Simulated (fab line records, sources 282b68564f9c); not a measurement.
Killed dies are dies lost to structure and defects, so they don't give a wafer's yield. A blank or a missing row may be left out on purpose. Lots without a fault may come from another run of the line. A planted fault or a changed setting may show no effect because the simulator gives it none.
fab line records | flow rit_cmos
record lots=5 wafers=15 last_day=7
route steps=202 shown NWELL@29 PWELL@39 WELLDRIVE@50 NRETRO@53
lots that met no fault: from a run of the same line without faults
start_h: hours from the record's first day to the start of the lot's first wafer shown | wait_h: hours since the lot's step before | " the same as in the row above | L1.1+2: a row that stands for several wafers | - no value, or no start given | * or withheld: withheld | < > ~ a bound
route shown NAME@n: a module of which the file shows steps, and the number in the route of the first | usual: mean/standard deviation of fault-free wafers | same: alike in all rows | chamber/n: place in a boat | sites: the reading at each site | _std_site: their standard deviation | _edge_site: outer sites' mean less inner sites' | radius_mm: how far each site lies from the wafer's centre | mask NAME#n: copy n | behind: the tool/chamber that last shaped the wafer | hold: why the lot was held/for how many hours/how that ended | device: the transistor (n, p or np) that didn't switch | end of line: the same wafers' tests at the end of the route | a step without rows: its recipe alone | killed: dies lost to structure and defects at the first sort, not the wafer's yield | map: a wafer's dies, x killed, . not, _ none there
set.NAME: the setting as run; set.NAME@STEP: as run at that earlier step | model.NAME: the simulator's own value behind a step, which no gauge read
lots at some steps of the route; a table a step, a row a wafer
services: from which hour (start_h, from the record's first day; less than 0 if before it) a tool's chamber was out of use, for how many hours, and why
## steps
# step RIT_NWELL_COAT_01
# recipe resist=NOVOLAK spin_rpm=2000 resist_thk_nm=1300
# usual exhaust_pa=45.0/0.88
# columns lot.wafer tool chamber start_h wait_h exhaust_pa
L083.1 litho_track-01 0 66.70 0.1 44.6
L083.2 " 0 " " 44.5
L083.6 " 0 " " 45.3
L084.3 litho_track-01 0 72.27 0.1 44.7
L084.4 " 0 " " 45.1
L084.6 " 0 " " 45.9
L090.1 litho_track-03 0 101.38 0.1 44.9
L090.2 " 0 " " 44.9
L090.6 " 0 " " 44.0
L093.2 litho_track-01 0 116.52 0.1 44.4
L093.3 " 0 " " 45.1
L093.4 " 0 " " 43.8
L094.2 litho_track-01 0 121.51 0.1 45.8
L094.4 " 0 " " 45.0
L094.5 " 0 " " 45.6
# step RIT_NWELL_SOFTBAKE_02
# recipe resist=NOVOLAK temp_c=90 time_s=60
# usual exhaust_pa=45.0/0.86
# columns lot.wafer tool chamber start_h wait_h exhaust_pa
L083.1 litho_track-01 0 66.85 0.1 44.2
L083.2 " 0 " " 43.0
L083.6 " 0 " " 44.3
L084.3 litho_track-01 0 72.42 0.1 45.3
L084.4 " 0 " " 45.2
L084.6 " 0 " " 46.3
L090.1 litho_track-03 0 101.53 0.1 46.0
L090.2 " 0 " " 45.2
L090.6 " 0 " " 45.4
L093.2 litho_track-01 0 116.67 0.1 43.4
L093.3 " 0 " " 43.1
L093.4 " 0 " " 44.4
L094.2 litho_track-01 0 121.66 0.1 45.3
L094.4 " 0 " " 44.1
L094.5 " 0 " " 46.2
# step RIT_NWELL_EXPOSE_03
# recipe mask_id=M2 na=0.57 target_cd_nm=43900 dose_mj=250
# columns lot.wafer tool chamber start_h wait_h mask
L083.1+2+6 iline_stepper-01 0 67.13 0.2 M2#0
L084.3+4+6 iline_stepper-01 0 72.67 0.2 M2#0
L090.1+2+6 iline_stepper-02 0 101.68 0.1 M2#0
L093.2+3+4 iline_stepper-01 0 116.81 0.1 M2#0
L094.2+4+5 iline_stepper-01 0 121.80 0.1 M2#0
# step RIT_NWELL_PEB_04
# recipe resist=NOVOLAK temp_c=withheld time_s=withheld
# usual exhaust_pa=45.0/0.81
# columns lot.wafer tool chamber start_h wait_h exhaust_pa
L083.1 litho_track-03 0 67.24 0.1 44.7
L083.2 " 0 " " 44.3
L083.6 " 0 " " 43.7
L084.3 litho_track-02 0 72.84 0.2 44.1
L084.4 " 0 " " 44.0
L084.6 " 0 " " 45.4
L090.1 litho_track-01 0 101.79 0.1 47.4
L090.2 " 0 " " 46.7
L090.6 " 0 " " 44.8
L093.2 litho_track-03 0 116.93 0.1 44.0
L093.3 " 0 " " 44.7
L093.4 " 0 " " 44.7
L094.2 litho_track-03 0 121.93 0.1 44.3
L094.4 " 0 " " 44.6
L094.5 " 0 " " 44.4
# step RIT_NWELL_DEVELOP_05
# recipe resist=NOVOLAK develop_time_s=68 dev_temp_c=23
# usual developer_temp_C=22.97/0.1 exhaust_pa=44.9/0.89
# columns lot.wafer tool chamber start_h wait_h developer_temp_C exhaust_pa
L083.1 litho_track-03 0 - - 22.89 43.4
L083.2 " 0 " " 23.01 43.9
L083.6 " 0 " " 22.94 43.4
L084.3 litho_track-02 0 - - 23.01 44.1
L084.4 " 0 " " 22.95 42.6
L084.6 " 0 " " 23.01 43.6
L090.1 litho_track-01 0 - - 23.13 43.7
L090.2 " 0 " " 22.94 44.2
L090.6 " 0 " " 23.05 46.7
L093.2 litho_track-03 0 - - 23.04 43.7
L093.3 " 0 " " 23.01 43.8
L093.4 " 0 " " 22.99 43.9
L094.2 litho_track-03 0 - - 22.96 45.0
L094.4 " 0 " " 22.91 44.3
L094.5 " 0 " " 22.98 43.6
# step RIT_NWELL_OVL_MEAS_06
# usual NWELL_OVL=-0.3/1.6
# columns lot.wafer tool chamber start_h wait_h NWELL_OVL[nm]
L083.1 overlay-01 - 67.56 - 2.0
L083.2 " - " " 3.3
L083.6 " - " " 1.8
L084.3 overlay-02 - 73.11 - -2.6
L084.4 " - " " 1.0
L084.6 " - " " -1.2
L090.1 overlay-01 - 102.11 - -2.5
L090.2 " - " " -2.4
L090.6 " - " " -0.5
L093.2 overlay-02 - 117.23 - -2.3
L093.3 " - " " -2.6
L093.4 " - " " -3.9
L094.2 overlay-02 - 122.22 - 1.0
L094.4 " - " " 0.0
L094.5 " - " " 0.6
# step RIT_NWELL_HARDBAKE_07
# recipe resist=NOVOLAK temp_c=140 time_s=120
# usual exhaust_pa=45.1/0.89
# columns lot.wafer tool chamber start_h wait_h exhaust_pa
L083.1 litho_track-02 0 67.59 0.0 45.4
L083.2 " 0 " " 45.5
L083.6 " 0 " " 46.4
L084.3 litho_track-02 0 73.22 0.1 45.1
L084.4 " 0 " " 44.8
L084.6 " 0 " " 46.4
L090.1 litho_track-01 0 102.14 0.0 44.0
L090.2 " 0 " " 44.1
L090.6 " 0 " " 46.0
L093.2 litho_track-03 0 117.30 0.1 46.1
L093.3 " 0 " " 45.5
L093.4 " 0 " " 46.3
L094.2 litho_track-02 0 122.29 0.1 44.8
L094.4 " 0 " " 44.5
L094.5 " 0 " " 44.5
# step RIT_NWELL_IMPLANT_08
# recipe species=P energy_kev=170 dose_cm2=5e+13 tilt_deg=7
# columns lot.wafer tool chamber start_h wait_h
L083.1+2+6 implanter-03 0 67.84 0.2
L084.3+4+6 implanter-04 0 73.44 0.2
L090.1+2+6 implanter-04 0 102.39 0.2
L093.2+3+4 implanter-01 0 117.53 0.2
L094.2+4+5 implanter-04 0 122.53 0.2
# step RIT_NWELL_STRIP_09
# recipe chemistry=O2 time_s=180 resist=NOVOLAK platen_temp_c=withheld power_w=500 pressure_mtorr=4000 o2_flow_sccm=4000
# usual drypump_motor_current_A=5.7/0.58
# columns lot.wafer tool chamber start_h wait_h drypump_motor_current_A rf_hours_counter_h
L083.1 plasma_asher-02 1 67.99 0.1 6.1 41
L083.2 " 0 " " 6.8 41
L083.6 " 1 " " 6.1 -
L084.3 plasma_asher-02 1 73.59 0.1 6.1 -
L084.4 " 0 " " 6.8 -
L084.6 " 1 " " 6.1 -
L090.1 plasma_asher-02 0 102.54 0.1 6.8 45
L090.2 " 1 " " 6.1 45
L090.6 " 0 " " 6.8 -
L093.2 plasma_asher-03 0 117.66 0.1 5.5 50
L093.3 " 0 " " 5.5 -
L093.4 " 1 " " 5.6 -
L094.2 plasma_asher-02 0 122.65 0.1 6.8 47
L094.4 " 0 " " 6.8 -
L094.5 " 0 " " 6.8 -
# step RIT_NWELL_TW_MEAS_10
# usual NWELL_TW=2151/21
# columns lot.wafer tool chamber start_h wait_h NWELL_TW
L083.1 film_metro-01 - 68.17 0.1 2116
L083.2 " - " " 2128
L083.6 " - " " 2120
L084.3 film_metro-03 - 73.73 0.1 2159
L084.4 " - " " 2158
L084.6 " - " " 2149
L090.1 film_metro-03 - 102.72 0.1 2140
L090.2 " - " " 2150
L090.6 " - " " 2142
L093.2 film_metro-03 - 117.84 0.1 2148
L093.3 " - " " 2160
L093.4 " - " " 2152
L094.2 film_metro-03 - 122.84 0.1 2140
L094.4 " - " " 2146
L094.5 " - " " 2159
# step RIT_PWELL_HMDS_00
# recipe prime_time_s=60 prime_temp_c=140
# usual exhaust_pa=45.1/1.1 prime_temp_c=139.99/0.13
# columns lot.wafer tool chamber start_h wait_h exhaust_pa prime_temp_c
L083.1 litho_track-04 0 68.23 0.1 45.0 140.01
L083.2 " 0 " " 46.7 139.90
L083.6 " 0 " " 45.6 140.17
L084.3 litho_track-02 0 73.82 0.1 44.7 139.96
L084.4 " 0 " " 43.3 139.88
L084.6 " 0 " " 44.4 140.10
L090.1 litho_track-03 0 102.78 0.1 47.4 140.27
L090.2 " 0 " " 44.9 140.12
L090.6 " 0 " " 46.8 140.01
L093.2 litho_track-03 0 117.98 0.1 43.7 139.99
L093.3 " 0 " " 44.6 139.98
L093.4 " 0 " " 45.5 139.84
L094.2 litho_track-03 0 122.91 0.1 45.2 139.89
L094.4 " 0 " " 45.3 139.94
L094.5 " 0 " " 45.0 140.00
# step RIT_PWELL_COAT_01
# recipe resist=NOVOLAK spin_rpm=2000 resist_thk_nm=1300
# usual exhaust_pa=44.9/0.77
# columns lot.wafer tool chamber start_h wait_h exhaust_pa
L083.1 litho_track-04 0 68.38 0.1 43.7
L083.2 " 0 " " 45.0
L083.6 " 0 " " 44.9
L084.3 litho_track-02 0 73.97 0.1 45.1
L084.4 " 0 " " 44.1
L084.6 " 0 " " 44.1
L090.1 litho_track-03 0 102.93 0.1 46.0
L090.2 " 0 " " 45.2
L090.6 " 0 " " 45.1
L093.2 litho_track-03 0 118.13 0.1 44.7
L093.3 " 0 " " 44.2
L093.4 " 0 " " 43.8
L094.2 litho_track-03 0 123.06 0.1 45.7
L094.4 " 0 " " 43.8
L094.5 " 0 " " 44.9
# step RIT_PWELL_SOFTBAKE_02
# recipe resist=NOVOLAK temp_c=90 time_s=60
# usual exhaust_pa=45.1/0.88
# columns lot.wafer tool chamber start_h wait_h exhaust_pa
L083.1 litho_track-04 0 68.53 0.1 44.1
L083.2 " 0 " " 44.8
L083.6 " 0 " " 45.3
L084.3 litho_track-02 0 74.12 0.1 45.0
L084.4 " 0 " " 45.4
L084.6 " 0 " " 44.6
L090.1 litho_track-03 0 103.08 0.1 44.7
L090.2 " 0 " " 45.7
L090.6 " 0 " " 45.2
L093.2 litho_track-03 0 118.28 0.1 46.0
L093.3 " 0 " " 45.0
L093.4 " 0 " " 46.4
L094.2 litho_track-03 0 123.21 0.1 44.8
L094.4 " 0 " " 46.1
L094.5 " 0 " " 45.3
# step RIT_PWELL_EXPOSE_03
# recipe mask_id=M3 na=0.57 target_cd_nm=43700 dose_mj=250
# columns lot.wafer tool chamber start_h wait_h mask
L083.1+2+6 iline_stepper-01 0 68.68 0.1 M3#0
L084.3+4+6 iline_stepper-01 0 74.32 0.2 M3#0
L090.1+2+6 iline_stepper-02 0 103.23 0.1 M3#0
L093.2+3+4 iline_stepper-01 0 118.43 0.1 M3#0
L094.2+4+5 iline_stepper-01 0 123.36 0.1 M3#0
# step RIT_PWELL_PEB_04
# recipe resist=NOVOLAK temp_c=withheld time_s=withheld
# usual exhaust_pa=44.9/0.88
# columns lot.wafer tool chamber start_h wait_h exhaust_pa
L083.1 litho_track-03 0 68.79 0.1 43.9
L083.2 " 0 " " 45.6
L083.6 " 0 " " 46.0
L084.3 litho_track-04 0 74.45 0.1 45.4
L084.4 " 0 " " 45.4
L084.6 " 0 " " 45.6
L090.1 litho_track-03 0 103.38 0.1 44.1
L090.2 " 0 " " 45.7
L090.6 " 0 " " 44.6
L093.2 litho_track-03 0 118.55 0.1 43.1
L093.3 " 0 " " 42.9
L093.4 " 0 " " 43.5
L094.2 litho_track-03 0 123.48 0.1 45.2
L094.4 " 0 " " 46.2
L094.5 " 0 " " 45.4
# step RIT_PWELL_DEVELOP_05
# recipe resist=NOVOLAK develop_time_s=68 dev_temp_c=23
# usual developer_temp_C=23.00/0.082 exhaust_pa=44.8/0.89
# columns lot.wafer tool chamber start_h wait_h developer_temp_C exhaust_pa
L083.1 litho_track-03 0 - - 23.01 45.7
L083.2 " 0 " " 23.03 46.8
L083.6 " 0 " " 23.01 47.7
L084.3 litho_track-04 0 - - 22.95 45.3
L084.4 " 0 " " 22.93 44.6
L084.6 " 0 " " 23.01 45.4
L090.1 litho_track-03 0 - - 23.03 44.9
L090.2 " 0 " " 22.92 45.8
L090.6 " 0 " " 23.03 46.7
L093.2 litho_track-03 0 - - 22.85 45.3
L093.3 " 0 " " 22.98 45.7
L093.4 " 0 " " 23.07 45.3
L094.2 litho_track-03 0 - - 23.04 44.5
L094.4 " 0 " " 23.13 44.7
L094.5 " 0 " " 23.12 43.7
# step RIT_PWELL_OVL_MEAS_06
# usual PWELL_OVL=-1.4/1.3
# columns lot.wafer tool chamber start_h wait_h PWELL_OVL[nm]
L083.1 overlay-01 - 69.11 - -2.7
L083.2 " - " " -1.7
L083.6 " - " " -1.2
L084.3 overlay-01 - 74.73 - -2.2
L084.4 " - " " -1.3
L084.6 " - " " -2.5
L090.1 overlay-01 - 103.69 - 1.9
L090.2 " - " " 1.3
L090.6 " - " " -0.7
L093.2 overlay-02 - 118.84 - -1.7
L093.3 " - " " -0.7
L093.4 " - " " -0.8
L094.2 overlay-02 - 123.77 - -3.8
L094.4 " - " " -4.3
L094.5 " - " " -4.2
# step RIT_PWELL_HARDBAKE_07
# recipe resist=NOVOLAK temp_c=140 time_s=120
# usual exhaust_pa=44.9/0.93
# columns lot.wafer tool chamber start_h wait_h exhaust_pa
L083.1 litho_track-03 0 69.14 0.0 43.5
L083.2 " 0 " " 45.8
L083.6 " 0 " " 44.1
L084.3 litho_track-02 0 74.84 0.1 44.4
L084.4 " 0 " " 44.6
L084.6 " 0 " " 43.9
L090.1 litho_track-03 0 103.84 0.1 43.6
L090.2 " 0 " " 44.8
L090.6 " 0 " " 43.8
L093.2 litho_track-04 0 118.91 0.1 44.4
L093.3 " 0 " " 45.8
L093.4 " 0 " " 45.1
L094.2 litho_track-02 0 123.84 0.1 45.8
L094.4 " 0 " " 45.6
L094.5 " 0 " " 44.5
# step RIT_PWELL_IMPLANT_08
# recipe species=B energy_kev=170 dose_cm2=6.877e+13 tilt_deg=7
# columns lot.wafer tool chamber start_h wait_h
L083.1+2+6 implanter-03 0 69.39 0.2
L084.3+4+6 implanter-03 0 75.06 0.2
L090.1+2+6 implanter-02 0 104.09 0.2
L093.2+3+4 implanter-04 0 119.15 0.2
L094.2+4+5 implanter-03 0 124.08 0.2
# step RIT_PWELL_STRIP_09
# recipe chemistry=O2 time_s=180 resist=NOVOLAK platen_temp_c=withheld power_w=500 pressure_mtorr=4000 o2_flow_sccm=4000
# usual drypump_motor_current_A=6.0/0.54
# columns lot.wafer tool chamber start_h wait_h drypump_motor_current_A rf_hours_counter_h
L083.1 plasma_asher-02 1 69.54 0.1 6.0 41
L083.2 " 0 " " 6.8 41
L083.6 " 0 " " 6.8 -
L084.3 plasma_asher-02 0 75.21 0.1 6.8 -
L084.4 " 1 " " 6.1 -
L084.6 " 0 " " 6.8 -
L090.1 plasma_asher-01 1 104.24 0.1 5.6 45
L090.2 " 0 " " 6.0 45
L090.6 " 0 " " 6.0 -
L093.2 plasma_asher-01 0 119.27 0.1 6.0 0
L093.3 " 0 " " 6.0 -
L093.4 " 1 " " 5.6 -
L094.2 plasma_asher-01 0 124.20 0.1 6.0 1
L094.4 " 1 " " 5.6 -
L094.5 " 1 " " 5.6 -
# step RIT_PWELL_TW_MEAS_10
# usual PWELL_TW=950/9.8
# columns lot.wafer tool chamber start_h wait_h PWELL_TW
L083.1 film_metro-03 - 69.72 0.1 950
L083.2 " - " " 946
L083.6 " - " " 957
L084.3 film_metro-04 - 75.35 0.1 966
L084.4 " - " " 972
L084.6 " - " " 965
L090.1 film_metro-03 - 104.41 0.1 950
L090.2 " - " " 950
L090.6 " - " " 948
L093.2 film_metro-03 - 119.46 0.1 952
L093.3 " - " " 942
L093.4 " - " " 951
L094.2 film_metro-01 - 124.39 0.1 933
L094.4 " - " " 939
L094.5 " - " " 943
# step RIT_WELLDRIVE_ANNEAL_00
# recipe temp_c=1100 time_s=14700 ambient=N2
# usual spike_tc_load_C=1126.2/1.5 zone_power_centre_pct=55.4/2.7
# columns lot.wafer tool chamber start_h wait_h spike_tc_load_C zone_power_centre_pct
L083.1 furnace-04 0 70.35 0.6 1128.8 56.5
L083.2 " 0 " " 1128.3 55.9
L083.6 " 0 " " 1129.5 55.6
L084.3 furnace-04 0 75.43 0.1 1126.1 55.9
L084.4 " 0 " " 1127.9 56.5
L084.6 " 0 " " 1127.6 56.6
L090.1 furnace-04 0 105.29 0.9 1127.6 56.1
L090.2 " 0 " " 1127.2 56.8
L090.6 " 0 " " 1126.8 57.8
L093.2 furnace-01 0 119.90 0.4 1123.3 52.3
L093.3 " 0 " " 1127.1 51.8
L093.4 " 0 " " 1125.5 52.3
L094.2 furnace-01 0 124.98 0.6 1123.9 51.3
L094.4 " 0 " " 1126.3 52.4
L094.5 " 0 " " 1123.6 51.7
# step RIT_WELLDRIVE_RS_MEAS_01
# recipe thk_meas_gauge=four-point-probe
# usual NWELL_RS=275.7/0.68
# columns lot.wafer tool chamber start_h wait_h NWELL_RS[ohm/sq]
L083.1 film_metro-01 - 75.43 0.0 275.9
L083.2 " - " " 276.5
L083.6 " - " " 276.1
L084.3 film_metro-04 - 80.55 0.0 275.8
L084.4 " - " " 276.4
L084.6 " - " " 276.3
L090.1 film_metro-01 - 110.37 0.0 276.6
L090.2 " - " " 276.7
L090.6 " - " " 277.2
L093.2 film_metro-01 - 125.00 0.0 274.8
L093.3 " - " " 275.9
L093.4 " - " " 275.1
L094.2 film_metro-01 - 130.09 0.0 274.6
L094.4 " - " " 275.7
L094.5 " - " " 274.7
# step RIT_WELLDRIVE_RS_MEAS_02
# recipe thk_meas_gauge=four-point-probe
# usual PWELL_RS=434.5/1.4
# columns lot.wafer tool chamber start_h wait_h PWELL_RS[ohm/sq]
L083.1 film_metro-01 - 75.55 0.1 433.0
L083.2 " - " " 433.0
L083.6 " - " " 432.4
L084.3 film_metro-04 - 80.67 0.1 430.9
L084.4 " - " " 431.5
L084.6 " - " " 431.0
L090.1 film_metro-01 - 110.49 0.1 434.9
L090.2 " - " " 437.0
L090.6 " - " " 436.0
L093.2 film_metro-01 - 125.12 0.1 434.3
L093.3 " - " " 435.4
L093.4 " - " " 433.5
L094.2 film_metro-01 - 130.21 0.1 433.9
L094.4 " - " " 433.4
L094.5 " - " " 434.4
# step RIT_NRETRO_HMDS_00
# recipe prime_time_s=60 prime_temp_c=140
# usual exhaust_pa=44.9/0.86 prime_temp_c=140.00/0.14
# columns lot.wafer tool chamber start_h wait_h exhaust_pa prime_temp_c
L083.1 litho_track-04 0 75.67 0.1 46.8 139.65
L083.2 " 0 " " 44.9 139.85
L083.6 " 0 " " 46.3 139.70
L084.3 litho_track-01 0 80.85 0.2 44.8 139.76
L084.4 " 0 " " 44.3 139.97
L084.6 " 0 " " 43.8 140.08
L090.1 litho_track-04 0 110.61 0.1 44.4 139.95
L090.2 " 0 " " 44.9 140.19
L090.6 " 0 " " 44.4 139.85
L093.2 litho_track-01 0 125.25 0.1 46.4 139.87
L093.3 " 0 " " 46.7 140.09
L093.4 " 0 " " 47.6 139.80
L094.2 litho_track-04 0 130.33 0.1 45.9 140.11
L094.4 " 0 " " 44.5 140.08
L094.5 " 0 " " 44.7 139.89
## services
# columns tool chamber start_h hours kind
iline_stepper-01 0 42.99 - calibration
iline_stepper-01 - 50.30 4.4 pm
furnace-04 - 53.31 2.0 pm
plasma_asher-03 - 62.49 0.7 repair
iline_stepper-02 0 71.85 - calibration
furnace-01 - 85.12 3.2 pm
implanter-03 - 88.29 0.5 repair
implanter-04 - 95.14 2.7 repair
plasma_asher-01 - 108.75 9.0 pm
plasma_asher-01 0 108.75 9.0 vent_cycle
plasma_asher-01 1 108.75 9.0 vent_cycle
implanter-04 - 115.71 2.6 repair
plasma_asher-01 0 117.75 - clean
plasma_asher-01 1 117.75 - clean
plasma_asher-02 - 123.99 3.4 repair
implanter-03 - 128.69 2.9 repair
## key
fault none
